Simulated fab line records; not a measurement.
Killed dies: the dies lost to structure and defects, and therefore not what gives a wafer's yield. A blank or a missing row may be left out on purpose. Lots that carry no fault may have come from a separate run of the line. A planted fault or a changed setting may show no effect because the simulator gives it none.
fab line records    flow ritCmos
record lots=7  wafers=21  lastDay=6
route steps=202 shown NWELL@38 PWELL@39 WELLDRIVE@50 NRETRO@53 M1@202
lots that met no fault: from a run of the same line without faults
startH: hours from the record's opening day to when the first of the lot's shown wafers began    waitH: hours from the lot's prior step to this one    " as in the row above    L1.1+2: a single row standing in for several wafers    - no value, or no start given    * or withheld: withheld    < > ~ a bound
route shown NAME@n: names a module that has steps shown in the file, with the first one's number in the route    usual: mean/standard deviation taken from wafers without a fault    same: alike in all rows    chamber/n: place in a boat    sites: readings site by site    _std_site: the standard deviation of these    _edge_site: inner sites' mean taken away from outer sites' mean    radiusMm: for every site, how far away it sits from the centre of the wafer    mask NAME#n: copy n    behind: the last tool/chamber to shape the wafer    hold: why the lot went on hold/how many hours it stayed there/how the hold came to an end    device: the transistor (n, p or np) that didn't switch    end of line: the route-end tests of the same wafers    a step with no rows: only its recipe    killed: count of dies lost to structure and defects at first sort (not the wafer's yield)    map: dies across one wafer; x = killed, . = not, _ = none there
set.NAME: the setting the step ran with; set.NAME@STEP: the setting that earlier step ran with    model.NAME: the simulator's own value behind a step, which no gauge read
certain route steps with their lots: each step a table, each wafer a row
services: the hour from which a tool's chamber was out of use, counted from the record's first day as startH (under 0 if before that day), plus the number of hours and why
## steps
# step RIT_NWELL_TW_MEAS_10
# usual NWELL_TW=2150/9.8
lot.wafer  tool          chamber  startH  waitH  NWELL_TW
L290.1     filmMetro-02  -        47.13   0.1    2149
L290.3     "             -        "       "      2147
L290.4     "             -        "       "      2153
L292.1     filmMetro-04  -        56.76   0.1    2157
L292.2     "             -        "       "      2146
L292.4     "             -        "       "      2135
L297.3     filmMetro-04  -        80.79   0.1    2149
L297.4     "             -        "       "      2131
L297.6     "             -        "       "      2139
L298.1     filmMetro-02  -        86.55   0.1    2152
L298.2     "             -        "       "      2160
L298.4     "             -        "       "      2167
L299.2     filmMetro-02  -        91.71   0.1    2165
L299.5     "             -        "       "      2166
L299.6     "             -        "       "      2174
L300.2     filmMetro-03  -        96.52   0.1    2155
L300.3     "             -        "       "      2144
L300.6     "             -        "       "      2149
L303.1     filmMetro-03  -        111.45  0.1    2152
L303.4     "             -        "       "      2164
L303.5     "             -        "       "      2142
# step RIT_PWELL_HMDS_00
# recipe primeTimeS=60  primeTempC=140
# step RIT_PWELL_COAT_01
# recipe resist=NOVOLAK  spinRpm=2000  resistThkNm=1308
# step RIT_PWELL_SOFTBAKE_02
# recipe resist=NOVOLAK  tempC=90  timeS=60
# step RIT_PWELL_EXPOSE_03
# recipe maskId=M3  na=0.57  targetCdNm=43700  doseMj=250
# step RIT_PWELL_PEB_04
# recipe resist=NOVOLAK  tempC=withheld  timeS=withheld
# step RIT_PWELL_DEVELOP_05
# recipe resist=NOVOLAK  developTimeS=68  devTempC=23
# step RIT_PWELL_OVL_MEAS_06
# usual PWELL_OVL=0.1/1.6
lot.wafer  tool        chamber  startH  waitH  PWELL_OVL[nm]
L290.1     overlay-02  -        48.19   -      1.3
L290.3     "           -        "       "      0.5
L290.4     "           -        "       "      0.6
L292.1     overlay-01  -        57.70   -      1.3
L292.2     "           -        "       "      1.5
L292.4     "           -        "       "      1.2
L297.3     overlay-02  -        81.72   -      -0.8
L297.4     "           -        "       "      -0.3
L297.6     "           -        "       "      0.8
L298.1     overlay-01  -        87.67   -      1.6
L298.2     "           -        "       "      1.0
L298.4     "           -        "       "      0.7
L299.2     overlay-02  -        92.77   -      -0.7
L299.5     "           -        "       "      -2.1
L299.6     "           -        "       "      -1.5
L300.2     overlay-01  -        97.58   -      -1.3
L300.3     "           -        "       "      0.5
L300.6     "           -        "       "      -0.9
L303.1     overlay-02  -        112.52  -      -2.8
L303.4     "           -        "       "      -1.7
L303.5     "           -        "       "      -1.0
# step RIT_PWELL_HARDBAKE_07
# recipe resist=NOVOLAK  tempC=140  timeS=120
# step RIT_PWELL_IMPLANT_08
# recipe species=B  energyKev=170  doseCm2=7e+13  tiltDeg=7
# step RIT_PWELL_STRIP_09
# recipe chemistry=O2  timeS=180  resist=NOVOLAK  platenTempC=withheld  powerW=500  pressureMtorr=4000  o2FlowSccm=4000
# usual drypumpMotorCurrentA=5.6/0.57
lot.wafer  tool            chamber  startH  waitH  drypumpMotorCurrentA  rfHoursCounterH
L290.1     plasmaAsher-03  0        48.63   0.1    4.8                   41
L290.3     "               0        "       "      4.8                   -
L290.4     "               1        "       "      6.1                   -
L292.1     plasmaAsher-03  0        58.13   0.1    4.8                   43
L292.2     "               1        "       "      6.1                   43
L292.4     "               0        "       "      4.7                   -
L297.3     plasmaAsher-04  0        82.21   0.1    5.5                   -
L297.4     "               1        "       "      6.2                   -
L297.6     "               1        "       "      6.2                   -
L298.1     plasmaAsher-04  0        88.11   0.1    5.5                   27
L298.2     "               1        "       "      6.2                   27
L298.4     "               0        "       "      5.5                   -
L299.2     plasmaAsher-03  0        93.20   0.1    4.8                   46
L299.5     "               0        "       "      4.8                   -
L299.6     "               1        "       "      6.1                   -
L300.2     plasmaAsher-02  1        98.01   0.1    5.9                   46
L300.3     "               1        "       "      5.9                   -
L300.6     "               0        "       "      5.5                   -
L303.1     plasmaAsher-04  0        112.95  0.1    5.5                   30
L303.4     "               0        "       "      5.5                   -
L303.5     "               0        "       "      5.5                   -
# step RIT_PWELL_TW_MEAS_10
# usual PWELL_TW=955/4.5
lot.wafer  tool          chamber  startH  waitH  PWELL_TW
L290.1     filmMetro-02  -        48.80   0.1    952
L290.3     "             -        "       "      956
L290.4     "             -        "       "      954
L292.1     filmMetro-04  -        58.31   0.1    958
L292.2     "             -        "       "      954
L292.4     "             -        "       "      957
L297.3     filmMetro-04  -        82.34   0.1    954
L297.4     "             -        "       "      956
L297.6     "             -        "       "      955
L298.1     filmMetro-04  -        88.28   0.1    950
L298.2     "             -        "       "      953
L298.4     "             -        "       "      956
L299.2     filmMetro-04  -        93.39   0.1    951
L299.5     "             -        "       "      953
L299.6     "             -        "       "      949
L300.2     filmMetro-03  -        98.20   0.1    952
L300.3     "             -        "       "      949
L300.6     "             -        "       "      957
L303.1     filmMetro-04  -        113.13  0.1    955
L303.4     "             -        "       "      955
L303.5     "             -        "       "      959
# step RIT_WELLDRIVE_ANNEAL_00
# recipe tempC=1100  timeS=14700  ambient=N2
# usual spikeTcCentreC=1102.0/1.7  spikeTcLoadC=1127/3.8  spikeTcSourceC=1122.9/1.6  tubeCenterTempC=1100/0.1  tube_center_temp_C_max=1102.8/0.42  zonePowerCentrePct=52.8/1.1
lot.wafer  tool        chamber  startH  waitH  spikeTcCentreC  spikeTcLoadC  spikeTcSourceC  tubeCenterTempC  tube_center_temp_C_max  zonePowerCentrePct
L290.1     furnace-02  0        48.86   0.1    1102.2          1126          1122.2          1099.9           1102.6                  50.2
L290.3     "           0        "       "      1101.7          1127          1125.3          1099.9           1102.3                  52.2
L290.4     "           0        "       "      1102.4          1127          1124.1          1100             1103.9                  50.3
L292.1     furnace-03  0        58.37   0.1    1102.1          1132          1123.9          1100.1           1103.0                  54.2
L292.2     "           0        "       "      1100.4          1132          1124.0          1100             1102.6                  53.7
L292.4     "           0        "       "      1100.4          1131          1124.4          1099.9           1102.6                  52.9
L297.3     furnace-03  0        82.90   0.5    1083.6          1112          1105.0          1082.1           1085.4                  52.5
L297.4     "           0        "       "      1080.8          1112          1106.0          1081.8           1084.4                  52.1
L297.6     "           0        "       "      1083.8          1114          1105.2          1082.1           1085.1                  53.2
L298.1     furnace-03  0        88.34   0.1    1082.9          1112          1105.8          1081.9           1084.5                  52.1
L298.2     "           0        "       "      1083.1          1114          1105.7          1081.8           1084.6                  52.7
L298.4     "           0        "       "      1082.6          1115          1105.8          1082.1           1085.7                  52.8
L299.2     furnace-03  0        93.44   0.0    1079.9          1115          1104.8          1082             1084.6                  53.1
L299.5     "           0        "       "      1082.3          1114          1106.0          1082             1084.9                  53.0
L299.6     "           0        "       "      1081.7          1113          1105.9          1081.9           1084.1                  53.8
L300.2     furnace-04  0        98.35   0.1    1101.4          1123          1120.2          1100             1103.2                  53.2
L300.3     "           0        "       "      1103.5          1123          1119.5          1100.2           1103.4                  52.5
L300.6     "           0        "       "      1104.8          1124          1122.6          1099.9           1102.6                  52.5
L303.1     furnace-04  0        113.43  0.3    1102.7          1123          1121.0          1100.2           1102.5                  53.2
L303.4     "           0        "       "      1104.4          1120          1121.2          1100.1           1102.7                  53.2
L303.5     "           0        "       "      1102.7          1123          1122.1          1100.1           1102.8                  53.6
# step RIT_WELLDRIVE_RS_MEAS_01
# recipe thkMeasGauge=four-point-probe
# usual NWELL_RS=275.8/0.91
lot.wafer  tool          chamber  startH  waitH  NWELL_RS[ohm/sq]
L290.1     filmMetro-03  -        53.94   0.0    274.1
L290.3     "             -        "       "      274.9
L290.4     "             -        "       "      274.2
L292.1     filmMetro-02  -        63.45   0.0    276.9
L292.2     "             -        "       "      277.1
L292.4     "             -        "       "      276.9
L297.3     filmMetro-03  -        88.02   0.0    295.9
L297.4     "             -        "       "      296.9
L297.6     "             -        "       "      295.5
L298.1     filmMetro-02  -        93.43   0.0    297.0
L298.2     "             -        "       "      297.2
L298.4     "             -        "       "      297.0
L299.2     filmMetro-03  -        98.54   0.0    294.8
L299.5     "             -        "       "      295.4
L299.6     "             -        "       "      295.0
L300.2     filmMetro-04  -        103.45  0.0    275.6
L300.3     "             -        "       "      274.9
L300.6     "             -        "       "      275.3
L303.1     filmMetro-03  -        118.52  0.0    274.7
L303.4     "             -        "       "      274.1
L303.5     "             -        "       "      275.8
# step RIT_WELLDRIVE_RS_MEAS_02
# recipe thkMeasGauge=four-point-probe
# usual PWELL_RS=429.5/1.4
lot.wafer  tool          chamber  startH  waitH  PWELL_RS[ohm/sq]
L290.1     filmMetro-03  -        54.06   0.1    430.9
L290.3     "             -        "       "      431.7
L290.4     "             -        "       "      430.6
L292.1     filmMetro-02  -        63.57   0.1    430.4
L292.2     "             -        "       "      428.3
L292.4     "             -        "       "      429.4
L297.3     filmMetro-03  -        88.14   0.1    448.4
L297.4     "             -        "       "      449.0
L297.6     "             -        "       "      449.3
L298.1     filmMetro-02  -        93.55   0.1    449.5
L298.2     "             -        "       "      448.3
L298.4     "             -        "       "      448.2
L299.2     filmMetro-03  -        98.66   0.1    450.0
L299.5     "             -        "       "      451.8
L299.6     "             -        "       "      449.6
L300.2     filmMetro-04  -        103.57  0.1    430.5
L300.3     "             -        "       "      428.4
L300.6     "             -        "       "      431.2
L303.1     filmMetro-03  -        118.64  0.1    429.3
L303.4     "             -        "       "      429.4
L303.5     "             -        "       "      429.1
# step RIT_NRETRO_HMDS_00
# recipe primeTimeS=60  primeTempC=140
# step RIT_M1_PROBE_99
# usual killed_at_M0_to_M3=0.0/0.14  killedAtContacts=0.0/0.22  killedAtFrontEnd=6.5/3  killedDies=6.6/3  killedOpen=3.4/2.2  killedShort=3.3/1.7
# same grossDies=264  killed_at_M4_up=0  killedAtBackSide=0  killedAtOther=0
lot.wafer  tool       chamber  startH  waitH  killed_at_M0_to_M3  killedAtContacts  killedAtFrontEnd  killedDies  killedOpen  killedShort  model.etest.nwellPinched.rsOhmSq  model.etest.pwellPinched.rsOhmSq  model.etest.pwell.rsOhmSq  model.etest.pmosNarrow.driveUaUm  model.etest.pmos_0p3.driveUaUm  model.etest.fieldPMetal.vtV  model.etest.fieldN.vtV  model.etest.fieldP.vtV
L290.1     prober-02  -        83.67   0.1    0                   0                 7                 7           4           3            339                               464                               427                        99.09                             96.93                           -28.67                       36.95                   -13.03
L290.3     prober-02  -        83.77   0.2    0                   0                 8                 8           5           3            338.6                             460.6                             423.4                      100.5                             97.98                           -28.12                       36.98                   -13.09
L290.4     prober-02  -        83.82   0.2    0                   0                 7                 7           6           1            335.4                             461.7                             420.4                      98.97                             95.78                           -29.02                       36.79                   -13.06
L292.1     prober-02  -        92.48   0.1    0                   0                 4                 4           2           2            336.7                             461                               415.5                      110.3                             102.9                           -29.6                        33.9                    -12.65
L292.2     prober-02  -        92.53   0.1    0                   1                 2                 3           3           0            336.8                             453.4                             412.8                      113                               106.3                           -29.88                       33.72                   -12.63
L292.4     prober-02  -        92.63   0.2    0                   0                 5                 5           2           3            331.9                             446.5                             410.9                      111.9                             104.6                           -30.32                       33.96                   -12.56
L297.3     prober-01  -        116.40  0.2    0                   1                 11                12          10          2            373.2                             477.1                             434.6                      104.6                             101.3                           -27.22                       37.61                   -11.59
L297.4     prober-01  -        116.45  0.2    0                   0                 7                 7           3           4            375.5                             476.2                             437.4                      102.2                             98.99                           -27.26                       38.06                   -11.52
L297.6     prober-01  -        116.55  0.2    0                   0                 8                 8           3           5            380.8                             477.6                             432.3                      99.07                             97.5                            -26.59                       38.51                   -11.42
L298.1     prober-02  -        122.66  0.1    1                   0                 2                 3           0           3            376.7                             473.7                             436.1                      94                                91.45                           -25.88                       39.66                   -11.5
L298.2     prober-02  -        122.71  0.1    0                   0                 7                 7           3           4            381.1                             478.2                             440.4                      94.08                             92.02                           -25.45                       39.47                   -11.47
L298.4     prober-02  -        122.81  0.2    0                   0                 7                 7           5           2            376.1                             476.5                             437.1                      92.61                             89.32                           -26.47                       39.48                   -11.46
L299.2     prober-01  -        127.87  0.1    0                   0                 5                 5           2           3            371.8                             481.4                             445.9                      98.57                             94.94                           -25.88                       40                      -11.62
L299.5     prober-01  -        128.02  0.2    0                   0                 5                 5           2           3            375.2                             486.1                             448.7                      102.2                             98.92                           -26.2                        39.73                   -11.64
L299.6     prober-01  -        128.07  0.2    0                   0                 0                 0           0           0            374.4                             479.7                             445                        98.76                             96.56                           -26.09                       39.74                   -11.56
L300.2     prober-02  -        131.76  0.1    0                   0                 3                 3           0           3            335.2                             466.6                             427.1                      98.04                             97.59                           -28.37                       38.02                   -13.09
L300.3     prober-02  -        131.81  0.2    0                   0                 8                 8           5           3            335.5                             460.2                             423.1                      100                               98.89                           -28.46                       37.45                   -13.03
L300.6     prober-02  -        131.96  0.2    0                   0                 6                 6           3           3            338.6                             464.3                             422.9                      98.22                             96.21                           -28.68                       38.12                   -13.15
L303.1     prober-01  -        147.18  0.1    0                   0                 6                 6           4           2            331.2                             454.9                             416.6                      100.1                             95.45                           -28.77                       35.93                   -12.72
L303.4     prober-01  -        147.33  0.2    0                   0                 6                 6           3           3            337.7                             460.2                             421.4                      102.5                             97.23                           -28.74                       35.8                    -12.68
L303.5     prober-01  -        147.38  0.2    0                   0                 6                 6           3           3            335.6                             457.6                             423.1                      102                               96.98                           -28.96                       36.59                   -12.75
# killed by level:class
L290.1 GATE:geometricParticle:short=3 SILICIDE:geometricParticle:open=2 FOX1:geometricParticle:open=1 SPACER:geometricParticle:open=1
L290.3 GATE:geometricParticle:open=3 SPACER:geometricParticle:short=2 FOX2:geometricParticle:open=1 GATE:geometricParticle:short=1 SPACER:geometricParticle:open=1
L290.4 SILICIDE:geometricParticle:open=3 FOX1:geometricParticle:open=1 FOX2:geometricParticle:open=1 GATE:geometricParticle:short=1 GATE:geometricParticle:open=1
L292.1 GATE:geometricParticle:open=2 REOX:geometricParticle:short=2
L292.2 FOX1:geometricParticle:open=1 GATE:geometricParticle:open=1 CONTACT:geometricParticle:open=1
L292.4 FOX1:geometricParticle:short=1 GATE:geometricParticle:open=1 GATE:geometricParticle:short=1 SPACER:geometricParticle:open=1 SPACER:geometricParticle:short=1
L297.3 REOX:geometricParticle:open=5 GATE:geometricParticle:open=2 FOX1:geometricParticle:short=1 FOX1:geometricParticle:open=1 FOX2:geometricParticle:open=1 SPACER:geometricParticle:short=1 CONTACT:geometricParticle:open=1
L297.4 FOX1:geometricParticle:open=1 FOX1:geometricParticle:short=1 GATE:geometricParticle:open=1 REOX:geometricParticle:short=1 SPACER:geometricParticle:short=1 SILICIDE:geometricParticle:short=1 SILICIDE:geometricParticle:open=1
L297.6 SPACER:geometricParticle:short=2 FOX1:geometricParticle:short=1 FOX1:geometricParticle:open=1 GATE:geometricParticle:short=1 REOX:geometricParticle:open=1 REOX:geometricParticle:short=1 SPACER:geometricParticle:open=1
L298.1 GATE:geometricParticle:short=1 SPACER:geometricParticle:short=1 M1:geometricParticle:short=1
L298.2 GATE:geometricParticle:short=3 FOX1:geometricParticle:open=1 FOX2:geometricParticle:open=1 FOX2:geometricParticle:short=1 GATE:geometricParticle:open=1
L298.4 GATE:geometricParticle:open=2 SILICIDE:geometricParticle:open=2 FOX2:geometricParticle:open=1 SPACER:geometricParticle:short=1 REOX:geometricParticle:short=1
L299.2 FOX1:geometricParticle:short=1 FOX2:geometricParticle:short=1 GATE:geometricParticle:open=1 REOX:geometricParticle:short=1 REOX:geometricParticle:open=1
L299.5 SILICIDE:geometricParticle:short=2 FOX1:geometricParticle:open=1 REOX:geometricParticle:short=1 SILICIDE:geometricParticle:open=1
L299.6
L300.2 FOX1:geometricParticle:short=1 GATE:geometricParticle:short=1 SPACER:geometricParticle:short=1
L300.3 FOX1:geometricParticle:open=2 GATE:geometricParticle:open=2 GATE:geometricParticle:short=2 FOX2:geometricParticle:short=1 SILICIDE:geometricParticle:open=1
L300.6 GATE:geometricParticle:open=2 REOX:geometricParticle:short=2 REOX:geometricParticle:open=1 SPACER:geometricParticle:short=1
L303.1 FOX1:geometricParticle:open=1 GATE:geometricParticle:open=1 REOX:geometricParticle:open=1 SPACER:geometricParticle:open=1 SPACER:geometricParticle:short=1 SILICIDE:geometricParticle:short=1
L303.4 GATE:geometricParticle:short=2 REOX:geometricParticle:open=2 SPACER:geometricParticle:short=1 SILICIDE:geometricParticle:open=1
L303.5 GATE:geometricParticle:short=2 FOX1:geometricParticle:open=1 FOX1:geometricParticle:short=1 GATE:geometricParticle:open=1 SPACER:geometricParticle:open=1
## services
tool            chamber  startH  hours  kind
furnace-02      -        30.56   3.4    pm
plasmaAsher-03  -        36.07   1.1    repair
furnace-02      -        80.42   4.3    repair
furnace-02      -        84.71   2.9    pm
furnace-03      -        98.52   3.2    pm
furnace-03      -        101.69  3.0    pm
## key
firstSign step=RIT_WELLDRIVE_ANNEAL_00  reading=tubeCenterTempC  direction=down  sigmas=99+  usual=*  struck=*
effect step=RIT_WELLDRIVE_ANNEAL_00  reading=tube_center_temp_C_max  direction=down  sigmas=43  usual=*  struck=*
effect step=RIT_WELLDRIVE_RS_MEAS_01  reading=NWELL_RS  direction=up  sigmas=22  usual=275.8  struck=296.1
effect step=RIT_WELLDRIVE_RS_MEAS_02  reading=PWELL_RS  direction=up  sigmas=14  usual=429.5  struck=449.4
modelEffect step=RIT_M1_PROBE_99  value=etest.nwellPinched.rsOhmSq  without=336.5  struck=376.1
metAt RIT_WELLDRIVE_ANNEAL_00
struckWafers L297.3,L297.4,L297.6,L298.1,L298.2,L298.4,L299.2,L299.5,L299.6
testerLeftOut L297,L298,L299
fault kind=processParameterDrift  tool=furnace-03  chamber=-  onsetH=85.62  steps=RIT_WELLDRIVE_ANNEAL_00  channel=tempC  offset=*  shape=step  endH=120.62  actsIn=*  stated=*
# testerLeftOut: of these lots the tester's yield and bins aren't shown, on N5 and GAA mostly nor the transistor test; their killed dies are dies lost to structure and defects alone, not to doping, threshold or leakage, so they don't give the yield
